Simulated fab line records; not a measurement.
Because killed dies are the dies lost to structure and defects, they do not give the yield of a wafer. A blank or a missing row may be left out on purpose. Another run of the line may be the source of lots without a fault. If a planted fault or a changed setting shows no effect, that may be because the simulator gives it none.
Struck lot and sound lot, side by side + flow rit cmos + 21 out of 202 route steps
Sound: wafers L796.4, L796.5, L796.6. Struck: wafers L799.1, L799.3, L799.6. At the end, the cause is stated.
Order at every step that has rows: each side's tool, ch and its chambers, its first start. Under that, the readings that differ: sound wafers + struck wafers + difference of the means + sigmas: that difference in standard deviations of wafers without a fault.
alike: words and numbers the same on both sides, and readings whose means are apart by under 2 such deviations; not compared: readings that were withheld, readings missing a value for some wafer, numbers with overlapping values and no deviation given by the record, and bounds like >300 which may hide the same value.
A row with sigmas, a row that says differs or no value, or rows on one side alone: a step with any of these is where the two part. Non-overlapping numbers with no deviation appear without sigmas and do not part them. A reading missing from all wafers of one side parts the sides only when that side holds two or more wafers.

first, 1 step without rows for these wafers: RIT_SILICIDE_WET_ETCH_00 (etches SiO2 in BOE, target depth 14 nm, time 15 s).
RIT_SILICIDE_SPUTTER_01: material Ti, target thk 30 nm, time 240 s.
  struck on pvd sputter-03, day 4 02:27; sound on pvd sputter-02, day 3 12:27
  alike: substrate temp c, throttle valve pct
RIT_SILICIDE_RS_MEAS_02: measurement is done with a four-point probe.
  struck on film metro-03, day 4 02:36; sound on film metro-03, day 3 12:40
  alike: SILICIDE_TI_RS
RIT_SILICIDE_THK_MEAS_03: measures by xrf.
  struck on film metro-03, day 4 02:43; sound on film metro-03, day 3 12:45
  alike: SILICIDE_TI_THK
RIT_SILICIDE_RTA_04: time 10 s, ramp up 5 s, ramp down 5 s.
  sound on rtp anneal-01 ch 0, day 3 12:49; struck on rtp anneal-02 ch 0, day 4 02:47
  alike: chamber o2 ppm, wafer_temp_C_max
then, 1 step without rows for these wafers: RIT_SILICIDE_WET_ETCH_05 (etches Ti in SPM, time 120 s).
RIT_SILICIDE_RTA_06: time 10 s, ramp up 5 s, ramp down 10 s.
  sound on rtp anneal-02 ch 0, day 3 12:55; struck on rtp anneal-01 ch 0, day 4 02:53
| reading        | sound             | struck            | difference | sigmas |
|----------------|-------------------|-------------------|------------|--------|
| chamber o2 ppm | 1.979 1.952 1.989 | 2.051 2.015 1.988 | +0.045     | +2     |
  alike: wafer_temp_C_max
RIT_CONTACT_CVD_00: deposits SiO2 from TEOS, target thk 400 nm, time 61 s.
  sound on pecvd-03 ch 0,1,2, day 3 12:59; struck on pecvd-03 ch 1,2, day 4 02:58
  alike: heater power w
RIT_CONTACT_THK_MEAS_01:
  struck on film metro-03, day 4 03:01; sound on film metro-02, day 3 13:02
  alike: CONTACT_TEOS_THK
then, 3 steps without rows for these wafers: RIT_CONTACT_HMDS_02 (prime time 60 s); RIT_CONTACT_COAT_03 (resist thk 1000 nm); RIT_CONTACT_SOFTBAKE_04 (time 60 s).
RIT_CONTACT_EXPOSE_05: exposes mask M11, target cd 1000 nm.
  sound on iline stepper-01 ch 0, day 3 13:41; struck on iline stepper-01 ch 0, day 4 03:31
| reading              | sound             | struck            | difference | sigmas |
|----------------------|-------------------|-------------------|------------|--------|
| exposure dose mJ cm2 | 250.0 249.5 250.0 | 221.0 220.8 221.0 | -28.9      | -59    |
  alike: mask
then, 2 steps without rows for these wafers: RIT_CONTACT_PEB_06; RIT_CONTACT_DEVELOP_07 (develop time 120 s).
RIT_CONTACT_CD_MEAS_08: the cd target is 1000 nm.
  struck on cd sem-01, day 4 04:02; sound on cd sem-01, day 3 14:12
| reading    | sound                | struck            | difference | sigmas |
|------------|----------------------|-------------------|------------|--------|
| cd nm (nm) | 1001.6 1002.9 1001.6 | 963.4 963.3 965.5 | -38.0      | -18    |
RIT_CONTACT_OVL_MEAS_09:
  struck on overlay-02, day 4 04:09; sound on overlay-01, day 3 14:17
  alike: CONTACT_OVL
then, 1 step without rows for these wafers: RIT_CONTACT_HARDBAKE_10 (time 60 s).
RIT_CONTACT_ETCH_11: etches SiO2 in CHF3/CF4/Ar, stops on TiSi2, target depth 480 nm, time 320 s.
  sound on rie diel-04 ch 1,2,3, day 3 14:33; struck on rie diel-04 ch 1,2,3, day 4 04:20
| reading                  | sound          | struck            | difference | sigmas |
|--------------------------|----------------|-------------------|------------|--------|
| model.CONTACT.cd nm (nm) | 1002 1003 1001 | 962.8 963.2 965.3 | -38.2      |        |
  alike: O2_flow_sccm, drypump motor current A, oes product au, throttle valve pct
  not compared: rf hours counter h
RIT_CONTACT_STRIP_12: strips in O2, time 180 s.
  sound on plasma asher-02 ch 0,1, day 3 14:42; struck on plasma asher-04 ch 1, day 4 04:32
| reading                     | sound       | struck      | difference | sigmas |
|-----------------------------|-------------|-------------|------------|--------|
| drypump motor current A (A) | 6.6 5.3 6.6 | 4.7 4.7 4.7 | -1.5       | -3     |
  not compared: rf hours counter h
RIT_M1_PROBE_99:
  struck on prober-01, day 4 09:13; sound on prober-02, day 3 19:45
| reading                                    | sound             | struck            | difference | sigmas |
|--------------------------------------------|-------------------|-------------------|------------|--------|
| model.etest.contact to gate.bv right v (V) | 89.27 90.64 87.65 | 101.5 99.32 100.2 | +11.2      |        |
| model.etest.contact to gate.bv left v (V)  | 91.73 90.43 87.69 | 100 99.39 99.03   | +10        |        |
  alike: killed at contacts, killed at front end, killed dies, killed open, killed short

WHERE THEY PART
Last at RIT_CONTACT_STRIP_12 as far as this record goes, first at RIT_SILICIDE_RTA_06. Later steps at which nothing parts them and some readings are alike: RIT_M1_PROBE_99.

WHY: whatever the simulator had introduced
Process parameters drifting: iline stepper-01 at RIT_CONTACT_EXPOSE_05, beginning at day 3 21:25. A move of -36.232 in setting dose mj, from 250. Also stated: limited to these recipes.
